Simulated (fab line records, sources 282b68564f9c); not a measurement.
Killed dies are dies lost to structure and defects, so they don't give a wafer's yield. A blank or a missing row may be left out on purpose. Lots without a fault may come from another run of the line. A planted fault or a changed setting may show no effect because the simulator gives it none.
fab line records | flow rit_cmos
record lots=7 wafers=21 last_day=7
route steps=202 shown GATE@92 REOX@98 NLDD@103 M1@202
lots that met no fault: from a run of the same line without faults
start_h: hours from the record's first day to the start of the lot's first wafer shown | wait_h: hours since the lot's step before | " the same as in the row above | L1.1+2: a row that stands for several wafers | - no value, or no start given | * or withheld: withheld | < > ~ a bound
route shown NAME@n: a module of which the file shows steps, and the number in the route of the first | usual: mean/standard deviation of fault-free wafers | same: alike in all rows | chamber/n: place in a boat | sites: the reading at each site | _std_site: their standard deviation | _edge_site: outer sites' mean less inner sites' | radius_mm: how far each site lies from the wafer's centre | mask NAME#n: copy n | behind: the tool/chamber that last shaped the wafer | hold: why the lot was held/for how many hours/how that ended | device: the transistor (n, p or np) that didn't switch | end of line: the same wafers' tests at the end of the route | a step without rows: its recipe alone | killed: dies lost to structure and defects at the first sort, not the wafer's yield | map: a wafer's dies, x killed, . not, _ none there
set.NAME: the setting as run; set.NAME@STEP: as run at that earlier step | model.NAME: the simulator's own value behind a step, which no gauge read
lots at some steps of the route; a table a step, a row a wafer
services: from which hour (start_h, from the record's first day; less than 0 if before it) a tool's chamber was out of use, for how many hours, and why
## steps
# step RIT_GATE_CD_MEAS_16
# recipe target_cd_nm=150
# usual cd_nm=150.3/2.6
# columns lot.wafer tool chamber start_h wait_h cd_nm
L912.1 cd_sem-01 - 52.16 - 147.1
L912.4 " - " " 148.7
L912.6 " - " " 147.9
L913.2 cd_sem-01 - 59.73 - 146.7
L913.3 " - " " 144.5
L913.6 " - " " 145.5
L916.2 cd_sem-01 - 71.34 - 147.7
L916.3 " - " " 148.6
L916.5 " - " " 150.2
L923.2 cd_sem-01 - 113.58 - 150.3
L923.3 " - " " 151.9
L923.4 " - " " 147.9
L927.2 cd_sem-01 - 136.73 - 151.0
L927.4 " - " " 152.0
L927.6 " - " " 150.1
L929.1 cd_sem-02 - 139.89 - 146.5
L929.4 " - " " 147.8
L929.6 " - " " 148.7
L931.2 cd_sem-01 - 154.16 - 146.8
L931.3 " - " " 147.6
L931.5 " - " " 147.1
# step RIT_GATE_OVL_MEAS_17
# usual GATE_OVL=-0.3/1.3
# columns lot.wafer tool chamber start_h wait_h GATE_OVL[nm]
L912.1 overlay-01 - 52.28 0.1 0.2
L912.4 " - " " 0.3
L912.6 " - " " -1.9
L913.2 overlay-02 - 59.84 0.1 -0.5
L913.3 " - " " 1.3
L913.6 " - " " -0.7
L916.2 overlay-01 - 71.45 0.1 -1.3
L916.3 " - " " -1.5
L916.5 " - " " -1.0
L923.2 overlay-01 - 113.68 0.1 0.9
L923.3 " - " " -0.1
L923.4 " - " " 0.2
L927.2 overlay-01 - 136.84 0.1 -1.5
L927.4 " - " " -1.9
L927.6 " - " " -1.4
L929.1 overlay-02 - 140.01 0.1 -0.8
L929.4 " - " " 1.1
L929.6 " - " " 2.4
L931.2 overlay-01 - 154.26 0.1 -0.3
L931.3 " - " " -0.9
L931.5 " - " " 0.6
# step RIT_GATE_HARDBAKE_18
# recipe resist=NOVOLAK temp_c=140 time_s=60
# step RIT_GATE_ETCH_19
# recipe chemistry=SF6/CHF3/O2 time_s=165 SF6_flow_sccm=30 CHF3_flow_sccm=30 O2_flow_sccm=5 target=poly-Si pressure_mtorr=40 rf_w=160 target_depth_a=3125 over_etch_frac=0.25 stop_on=SiO2
# usual drypump_motor_current_A=5.6/0.32 oes_product_au=0.858/0.013 throttle_valve_pct=10.21/0.15
# columns lot.wafer tool chamber start_h wait_h drypump_motor_current_A oes_product_au rf_hours_counter_h throttle_valve_pct
L912.1 rie_si-01 0 52.46 0.1 5.3 0.857 2 10.39
L912.4 " 1 " " 5.4 0.844 - 9.92
L912.6 " 2 " " 6.1 0.854 - 10.26
L913.2 rie_si-02 1 60.02 0.1 6.1 0.871 2 10.14
L913.3 " 0 " " 5.6 0.832 56 10.18
L913.6 " 3 " " 5.3 0.852 - 10.43
L916.2 rie_si-01 2 71.63 0.1 6.1 0.872 98 10.26
L916.3 " 0 " " 5.3 0.863 2 10.37
L916.5 " 2 " " 6.1 0.864 - 10.27
L923.2 rie_si-02 2 113.86 0.1 5.6 0.859 116 10.24
L923.3 " 3 " " 5.3 0.864 2 10.42
L923.4 " 0 " " 5.7 0.833 56 10.18
L927.2 rie_si-01 3 137.02 0.1 5.5 0.872 112 10.30
L927.4 " 1 " " 5.3 0.861 87 9.92
L927.6 " 1 " " 5.3 0.843 - 9.92
L929.1 rie_si-02 2 140.20 0.1 5.6 0.859 116 10.26
L929.4 " 0 " " 5.7 0.843 57 10.19
L929.6 " 1 " " 6.0 0.887 - 10.11
L931.2 rie_si-02 2 154.60 0.1 5.6 0.854 116 10.27
L931.3 " 1 " " 6.1 0.871 3 10.11
L931.5 " 0 " " 5.7 0.837 - 10.16
# step RIT_GATE_STRIP_20
# recipe chemistry=O2 time_s=180 resist=NOVOLAK platen_temp_c=withheld power_w=500 pressure_mtorr=4000 o2_flow_sccm=4000
# usual drypump_motor_current_A=5.9/0.38
# columns lot.wafer tool chamber start_h wait_h drypump_motor_current_A rf_hours_counter_h
L912.1 plasma_asher-02 0 52.57 0.1 6.2 40
L912.4 " 0 " " 6.2 -
L912.6 " 0 " " 6.2 -
L913.2 plasma_asher-03 1 60.13 0.1 6.4 41
L913.3 " 0 " " 5.4 -
L913.6 " 0 " " 5.4 -
L916.2 plasma_asher-03 0 71.73 0.1 5.4 42
L916.3 " 1 " " 6.4 -
L916.5 " 1 " " 6.4 -
L923.2 plasma_asher-02 1 113.97 0.1 5.5 47
L923.3 " 0 " " 6.2 -
L923.4 " 1 " " 5.5 -
L927.2 plasma_asher-04 0 137.12 0.1 5.9 52
L927.4 " 1 " " 5.7 -
L927.6 " 1 " " 5.8 -
L929.1 plasma_asher-03 1 140.30 0.1 6.4 2
L929.4 " 1 " " 6.4 -
L929.6 " 0 " " 5.4 -
L931.2 plasma_asher-02 1 154.71 0.1 5.5 51
L931.3 " 0 " " 6.2 -
L931.5 " 1 " " 5.5 -
# step RIT_GATE_CD_MEAS_90
# recipe target_cd_nm=150
# usual cd_nm=150.3/2.6
# columns lot.wafer tool chamber start_h wait_h cd_nm
L912.1 cd_sem-01 - 52.75 0.1 147.4
L912.4 " - " " 148.1
L912.6 " - " " 147.8
L913.2 cd_sem-02 - 60.32 0.1 146.8
L913.3 " - " " 144.6
L913.6 " - " " 145.6
L916.2 cd_sem-02 - 71.93 0.1 148.2
L916.3 " - " " 148.7
L916.5 " - " " 150.5
L923.2 cd_sem-02 - 114.17 0.1 150.5
L923.3 " - " " 152.3
L923.4 " - " " 148.1
L927.2 cd_sem-02 - 137.32 0.1 151.0
L927.4 " - " " 151.9
L927.6 " - " " 150.1
L929.1 cd_sem-01 - 140.48 0.1 147.1
L929.4 " - " " 148.1
L929.6 " - " " 148.8
L931.2 cd_sem-02 - 154.91 0.1 146.7
L931.3 " - " " 147.7
L931.5 " - " " 146.6
# step RIT_REOX_CLEAN_00
# recipe chemistry=SC1 mix=3:3:50 time_s=600 temp_c=75
# step RIT_REOX_CLEAN_01
# recipe chemistry=dHF dilution=50:1 time_s=30
# step RIT_REOX_CLEAN_02
# recipe chemistry=SC2 mix=3:3:50 time_s=600 temp_c=75 dry=n2_spin
# step RIT_REOX_OXIDATION_03
# recipe temp_c=900 ambient=O2 target_thk_a=252 ox_time_s=5580
# step RIT_REOX_THK_MEAS_04
# recipe reads=SiO2_of_REOX_OXIDATION_03
# usual REOX_OXIDE_THK=24.9/0.51
# columns lot.wafer tool chamber start_h wait_h REOX_OXIDE_THK[nm]
L912.1 film_metro-01 - 55.80 0.0 25.2
L912.4 " - " " 25.5
L912.6 " - " " 25.0
L913.2 film_metro-04 - 63.35 0.0 23.9
L913.3 " - " " 23.9
L913.6 " - " " 23.8
L916.2 film_metro-04 - 74.96 0.0 25.2
L916.3 " - " " 24.6
L916.5 " - " " 24.5
L923.2 film_metro-01 - 118.14 0.1 24.3
L923.3 " - " " 24.8
L923.4 " - " " 24.3
L927.2 film_metro-04 - 141.18 0.0 25.5
L927.4 " - " " 25.2
L927.6 " - " " 25.6
L929.1 film_metro-04 - 146.58 0.0 25.6
L929.4 " - " " 25.8
L929.6 " - " " 25.6
L931.2 film_metro-03 - 158.35 0.0 24.7
L931.3 " - " " 25.2
L931.5 " - " " 25.0
# step RIT_NLDD_HMDS_00
# recipe prime_time_s=60 prime_temp_c=140
# step RIT_NLDD_COAT_01
# recipe resist=NOVOLAK spin_rpm=3250 resist_thk_nm=1000
# usual exhaust_pa=44.8/0.93
# columns lot.wafer tool chamber start_h wait_h exhaust_pa model.NOVOLAK_of_NLDD_COAT_01.thk_nm
L912.1 litho_track-04 0 56.01 0.1 45.2 996.8
L912.4 " 0 " " 44.2 999.8
L912.6 " 0 " " 45.6 996
L913.2 litho_track-04 0 63.57 0.1 46.1 998.5
L913.3 " 0 " " 45.0 1000
L913.6 " 0 " " 46.1 999.5
L916.2 litho_track-03 0 75.18 0.1 45.7 1005
L916.3 " 0 " " 45.5 1002
L916.5 " 0 " " 46.0 1001
L923.2 litho_track-04 0 118.37 0.1 44.9 1072
L923.3 " 0 " " 44.7 1070
L923.4 " 0 " " 44.9 1070
L927.2 litho_track-04 0 141.40 0.1 45.7 1064
L927.4 " 0 " " 45.9 1064
L927.6 " 0 " " 44.2 1063
L929.1 litho_track-04 0 146.79 0.1 45.8 1067
L929.4 " 0 " " 44.4 1065
L929.6 " 0 " " 43.9 1063
L931.2 litho_track-03 0 158.72 0.1 45.5 1002
L931.3 " 0 " " 47.5 1002
L931.5 " 0 " " 46.0 1001
# step RIT_NLDD_SOFTBAKE_02
# recipe resist=NOVOLAK temp_c=90 time_s=60
# step RIT_NLDD_EXPOSE_03
# recipe mask_id=M7 na=0.57 target_cd_nm=40700 dose_mj=250
# step RIT_NLDD_PEB_04
# recipe resist=NOVOLAK temp_c=withheld time_s=withheld
# step RIT_NLDD_DEVELOP_05
# recipe resist=NOVOLAK develop_time_s=50 dev_temp_c=23
# step RIT_NLDD_OVL_MEAS_06
# usual NLDD_OVL=-1.1/1.6
# columns lot.wafer tool chamber start_h wait_h NLDD_OVL[nm]
L912.1 overlay-02 - 56.71 - 0.4
L912.4 " - " " 0.2
L912.6 " - " " -1.2
L913.2 overlay-01 - 64.26 - -1.1
L913.3 " - " " -1.2
L913.6 " - " " -1.3
L916.2 overlay-02 - 75.99 - -2.5
L916.3 " - " " -2.6
L916.5 " - " " -0.4
L923.2 overlay-01 - 119.17 - -1.1
L923.3 " - " " 0.6
L923.4 " - " " 1.1
L927.2 overlay-02 - 142.32 - -0.4
L927.4 " - " " -2.5
L927.6 " - " " -2.5
L929.1 overlay-02 - 147.49 - -2.6
L929.4 " - " " 0.7
L929.6 " - " " -1.7
L931.2 overlay-02 - 159.53 - -2.0
L931.3 " - " " -1.1
L931.5 " - " " 0.5
# step RIT_NLDD_HARDBAKE_07
# recipe resist=NOVOLAK temp_c=140 time_s=60
# usual exhaust_pa=44.8/1.1
# columns lot.wafer tool chamber start_h wait_h exhaust_pa model.NOVOLAK_of_NLDD_COAT_01.thk_nm
L912.1 litho_track-03 0 56.75 0.0 43.9 881
L912.4 " 0 " " 44.5 883.6
L912.6 " 0 " " 46.3 880.2
L913.2 litho_track-01 0 64.31 0.0 42.8 882.4
L913.3 " 0 " " 45.1 884
L913.6 " 0 " " 44.4 883.4
L916.2 litho_track-01 0 76.04 0.0 44.2 887.8
L916.3 " 0 " " 43.1 885.3
L916.5 " 0 " " 43.1 884.3
L923.2 litho_track-03 0 119.23 0.0 45.0 946.6
L923.3 " 0 " " 44.7 944.8
L923.4 " 0 " " 45.4 945
L927.2 litho_track-04 0 142.38 0.0 44.5 939.7
L927.4 " 0 " " 45.0 939.9
L927.6 " 0 " " 44.7 938.6
L929.1 litho_track-04 0 147.53 0.0 44.3 942.4
L929.4 " 0 " " 44.0 941
L929.6 " 0 " " 45.5 938.8
L931.2 litho_track-03 0 159.58 0.0 46.3 885.8
L931.3 " 0 " " 45.6 885.2
L931.5 " 0 " " 45.0 884.7
# step RIT_NLDD_IMPLANT_08
# recipe species=P energy_kev=20 dose_cm2=5e+14 tilt_deg=7
# step RIT_M1_PROBE_99
# usual killed_at_front_end=6.6/2.7 killed_dies=6.7/2.7 killed_open=3.3/1.9 killed_short=3.4/1.9
# same gross_dies=264 killed_at_M0_to_M3=0 killed_at_M4_up=0 killed_at_back_side=0 killed_at_contacts=0 killed_at_other=0
# columns lot.wafer tool chamber start_h wait_h killed_at_front_end killed_dies killed_open killed_short
L912.1 prober-02 - 73.67 0.1 3 3 0 3
L912.4 prober-02 - 73.82 0.2 5 5 3 2
L912.6 prober-02 - 73.92 0.2 10 10 7 3
L913.2 prober-01 - 80.47 0.1 9 9 3 6
L913.3 prober-01 - 80.52 0.2 9 9 8 1
L913.6 prober-01 - 80.67 0.2 7 7 3 4
L916.2 prober-02 - 92.57 0.1 6 6 4 2
L916.3 prober-02 - 92.62 0.2 5 5 2 3
L916.5 prober-02 - 92.72 0.2 12 12 9 3
L927.2 prober-01 - 161.67 0.1 8 8 3 5
L927.4 prober-01 - 161.77 0.2 7 7 1 6
L927.6 prober-01 - 161.87 0.2 8 8 5 3
L929.1 prober-02 - 165.60 0.1 5 5 1 4
L929.4 prober-02 - 165.75 0.2 5 5 1 4
L929.6 prober-02 - 165.85 0.2 7 7 1 6
L931.2 prober-02 - 175.34 0.1 6 6 4 2
L931.3 prober-02 - 175.39 0.2 7 7 4 3
L931.5 prober-02 - 175.49 0.2 5 5 1 4
# killed by level:class
L912.1 REOX:geometric_particle:short=2 SILICIDE:geometric_particle:short=1
L912.4 GATE:geometric_particle:open=2 GATE:geometric_particle:short=1 SPACER:geometric_particle:short=1 SILICIDE:geometric_particle:open=1
L912.6 SILICIDE:geometric_particle:open=3 GATE:geometric_particle:open=2 FOX1:geometric_particle:open=1 FOX1:geometric_particle:short=1 FOX2:geometric_particle:open=1 FOX2:geometric_particle:short=1 SPACER:geometric_particle:short=1
L913.2 FOX1:geometric_particle:short=2 GATE:geometric_particle:short=2 FOX1:geometric_particle:open=1 FOX2:geometric_particle:short=1 FOX2:geometric_particle:open=1 GATE:geometric_particle:open=1 SILICIDE:geometric_particle:short=1
L913.3 FOX1:geometric_particle:open=4 GATE:geometric_particle:open=2 ACTIVE:geometric_particle:open=1 FOX1:geometric_particle:short=1 REOX:geometric_particle:open=1
L913.6 GATE:geometric_particle:short=2 FOX1:geometric_particle:open=1 FOX1:geometric_particle:short=1 SPACER:geometric_particle:short=1 SPACER:geometric_particle:open=1 SILICIDE:geometric_particle:open=1
L916.2 SILICIDE:geometric_particle:open=2 FOX1:geometric_particle:short=1 GATE:geometric_particle:open=1 GATE:geometric_particle:short=1 REOX:geometric_particle:open=1
L916.3 SPACER:geometric_particle:short=2 FOX1:geometric_particle:short=1 FOX2:geometric_particle:open=1 SPACER:geometric_particle:open=1
L916.5 GATE:geometric_particle:open=4 REOX:geometric_particle:open=2 SPACER:geometric_particle:open=2 FOX1:geometric_particle:open=1 FOX1:geometric_particle:short=1 SILICIDE:geometric_particle:short=1 GATE:geometric_particle:short=1
L927.2 GATE:geometric_particle:open=2 SILICIDE:geometric_particle:short=2 FOX1:geometric_particle:short=1 GATE:geometric_particle:short=1 SPACER:geometric_particle:short=1 SILICIDE:geometric_particle:open=1
L927.4 SILICIDE:geometric_particle:short=3 FOX1:geometric_particle:short=1 GATE:geometric_particle:short=1 REOX:geometric_particle:open=1 SPACER:geometric_particle:short=1
L927.6 FOX1:geometric_particle:open=2 REOX:geometric_particle:open=2 GATE:geometric_particle:open=1 GATE:geometric_particle:short=1 SPACER:geometric_particle:short=1 SILICIDE:geometric_particle:short=1
L929.1 SILICIDE:geometric_particle:short=2 FOX2:geometric_particle:short=1 GATE:geometric_particle:short=1 GATE:geometric_particle:open=1
L929.4 GATE:geometric_particle:short=2 FOX2:geometric_particle:short=1 REOX:geometric_particle:short=1 SILICIDE:geometric_particle:open=1
L929.6 GATE:geometric_particle:short=2 FOX2:geometric_particle:short=1 GATE:geometric_particle:open=1 REOX:geometric_particle:short=1 SILICIDE:geometric_particle:short=1 SPACER:geometric_particle:short=1
L931.2 FOX1:geometric_particle:open=2 FOX1:geometric_particle:short=1 GATE:geometric_particle:open=1 GATE:geometric_particle:short=1 SPACER:geometric_particle:open=1
L931.3 FOX2:geometric_particle:open=2 SPACER:geometric_particle:open=2 ACTIVE:geometric_particle:short=1 GATE:geometric_particle:short=1 SILICIDE:geometric_particle:short=1
L931.5 FOX1:geometric_particle:short=1 GATE:geometric_particle:short=1 SILICIDE:geometric_particle:short=1 SPACER:geometric_particle:short=1 SILICIDE:geometric_particle:open=1
## services
# columns tool chamber start_h hours kind
plasma_asher-02 - 43.78 0.9 repair
rie_si-02 - 49.03 0.3 repair
plasma_asher-03 - 56.69 2.8 pm
rie_si-01 0 78.93 11.9 repair
plasma_asher-03 - 108.75 9.0 pm
plasma_asher-03 0 108.75 9.0 vent_cycle
plasma_asher-03 1 108.75 9.0 vent_cycle
plasma_asher-03 0 117.75 - clean
plasma_asher-03 1 117.75 - clean
plasma_asher-03 - 142.18 0.6 repair
## key
first_sign none at tools or gauges
model_effect step=RIT_NLDD_COAT_01 value=NOVOLAK_of_NLDD_COAT_01.thk_nm without=997.7 struck=1066
model_effect step=RIT_NLDD_HARDBAKE_07 value=NOVOLAK_of_NLDD_COAT_01.thk_nm without=881.7 struck=941.9
met_at RIT_NLDD_COAT_01
struck_wafers L923.2,L923.3,L923.4,L927.2,L927.4,L927.6,L929.1,L929.4,L929.6
tester_left_out L923,L927,L929
onset_between 63.57 118.37
fault kind=process_parameter_drift tool=litho_track-04 chamber=- onset_h=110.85 steps=RIT_NLDD_COAT_01 channel=resist_thk_nm offset=68.895 shape=step end_h=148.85 acts_in=these_recipes_only stated=1000
# tester_left_out: of these lots the tester's yield and bins aren't shown, on N5 and GAA mostly nor the transistor test; their killed dies are dies lost to structure and defects alone, not to doping, threshold or leakage, so they don't give the yield
